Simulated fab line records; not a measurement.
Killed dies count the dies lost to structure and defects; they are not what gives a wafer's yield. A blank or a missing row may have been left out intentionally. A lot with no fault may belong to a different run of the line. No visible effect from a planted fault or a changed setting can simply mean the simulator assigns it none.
Which tool is to blame? :: flow berkeley_cmos170 :: 7 lots, 21 wafers sampled, at 1 step of a route of 331

WHAT THE GAUGES SHOWED, per wafer
UCB170_M1_THK_MEAS_02: measures by xrf.
lot: L243
measured: day 8 20:07
on: film_metro-04
M1_AL_THK (nm): 578 588 599

lot: L244
measured: day 9 02:43
on: film_metro-03
M1_AL_THK (nm): 603 613 600

lot: L247
measured: day 9 10:57
on: film_metro-04
M1_AL_THK (nm): 600 593 606

lot: L249
measured: day 9 13:02
on: film_metro-03
M1_AL_THK (nm): 583 596 598

lot: L252
measured: day 10 10:41
on: film_metro-02
M1_AL_THK (nm): 586 583 590

lot: L261
measured: day 12 01:57
on: film_metro-04
M1_AL_THK (nm): 586 597 594

lot: L264
measured: day 12 21:48
on: film_metro-03
M1_AL_THK (nm): 601 587 601

EACH LOT AND THE TOOL THAT RAN IT (in order: tool; ch and the chambers of the sampled wafers; start)
Before these readings, the record contains no process step.

THE ANSWER, worked out from the rows above alone
Rule: usual is defined by the lots themselves. Put in order of their means at a reading, lots are off if they are a third of the lots or fewer, leave a main group of 4 or more, and stand apart from it by a gap of 3 or more times the standard deviation of the main group's means; of several such gaps the widest counts. A main group whose means are all the same, to the digits that the tables above print for the reading, isn't used. Also off: a lot with no number at a reading for which 4 or more lots have one. The other lots that the step has rows for count as sound.
Nothing can be told from this: no lot is off at any reading shown.

WHAT THE SIMULATOR HAD PUT IN
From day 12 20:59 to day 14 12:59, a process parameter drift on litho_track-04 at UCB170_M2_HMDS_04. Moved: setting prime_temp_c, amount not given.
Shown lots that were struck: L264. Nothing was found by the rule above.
